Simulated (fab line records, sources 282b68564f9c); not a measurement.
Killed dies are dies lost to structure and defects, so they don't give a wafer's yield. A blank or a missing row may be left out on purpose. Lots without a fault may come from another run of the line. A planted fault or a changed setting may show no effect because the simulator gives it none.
A struck lot beside a sound one | flow rit_cmos | 15 steps out of a route of 202
Sound: wafers L607.1, L607.3, L607.5. Struck: wafers L610.2, L610.4, L610.6. The cause comes at the end.
At each step with rows: each side's tool, then ch and its chambers, then its first start. Under that, the readings that differ: sound wafers | struck wafers | difference of the means | sigmas: that difference in standard deviations of wafers without a fault.
alike: readings whose means differ by less than 2 such deviations, and words and numbers that are the same on both sides. not compared: withheld readings, readings that some wafer has no value for, bounds like >300 that may hide the same value, and numbers for which the record gives no deviation and whose values overlap.
The two part at a step that has a row with sigmas, a row that says differs or no value, or rows on one side only. Numbers that don't overlap but have no deviation are shown without sigmas and don't part them. A reading that every wafer of one side lacks parts them only if that side has two wafers or more.

first, 4 steps without rows for these wafers: RIT_CONTACT_SOFTBAKE_04 (time 60 s); RIT_CONTACT_EXPOSE_05 (exposes mask M11, target cd 1000 nm); RIT_CONTACT_PEB_06; RIT_CONTACT_DEVELOP_07 (develop time 120 s).
RIT_CONTACT_CD_MEAS_08: target cd 1000 nm.
  sound on cd_sem-02, day 4 05:37; struck on cd_sem-01, day 4 18:02
  alike: cd_nm
RIT_CONTACT_OVL_MEAS_09:
  sound on overlay-01, day 4 05:44; struck on overlay-01, day 4 18:09
  alike: CONTACT_OVL
then, 1 step without rows for these wafers: RIT_CONTACT_HARDBAKE_10 (time 60 s).
RIT_CONTACT_ETCH_11: etches SiO2 in CHF3/CF4/Ar, stops on TiSi2, target depth 480 nm, time 320 s.
  sound on rie_diel-04 ch 0,3, day 4 05:55; struck on rie_diel-01 ch 0,2, day 4 18:20
  alike: cf4_flow_sccm, drypump_motor_current_A, oes_product_au, rf_fwd_power_W, throttle_valve_pct
  not compared: rf_hours_counter_h
RIT_CONTACT_STRIP_12: strips in O2, time 180 s.
  sound on plasma_asher-03 ch 1, day 4 06:07; struck on plasma_asher-03 ch 0,1, day 4 18:31
  alike: drypump_motor_current_A
  not compared: rf_hours_counter_h
RIT_CONTACT_CD_MEAS_90: target cd 1000 nm.
  sound on cd_sem-01, day 4 06:17; struck on cd_sem-02, day 4 18:43
  alike: cd_nm
then, 2 steps without rows for these wafers: RIT_CONTACT_CLEAN_13 (cleans in SC1, time 600 s); RIT_CONTACT_CLEAN_14 (cleans in SC2, time 600 s).
RIT_M1_SPUTTER_00: material Al, target thk 400 nm, time 500 s.
  sound on pvd_sputter-03, day 4 06:45; struck on pvd_sputter-01, day 4 19:10
  no value came back on the struck wafers for cathode_dc_power_W (W), chamber_pressure_pa (Pa), throttle_valve_pct (%); on the sound wafers cathode_dc_power_W (W) reads 1999.4 1999.6 1999.8
RIT_M1_RS_MEAS_01: measures by four-point-probe.
  sound on film_metro-03, day 4 07:03; struck on film_metro-04, day 4 19:46
  reading           | sound                | struck | difference                    | sigmas
  M1_AL_RS (ohm/sq) | 0.0722 0.0723 0.0721 | - - -  | no value on the struck wafers |
  not compared: hold
RIT_M1_PROBE_99:
  the record has rows for the sound wafers here (prober-01, day 4 12:34) and none for the struck ones

WHERE THEY PART
First at RIT_M1_SPUTTER_00; last, within this record, at RIT_M1_PROBE_99.

WHY: what the simulator had put in
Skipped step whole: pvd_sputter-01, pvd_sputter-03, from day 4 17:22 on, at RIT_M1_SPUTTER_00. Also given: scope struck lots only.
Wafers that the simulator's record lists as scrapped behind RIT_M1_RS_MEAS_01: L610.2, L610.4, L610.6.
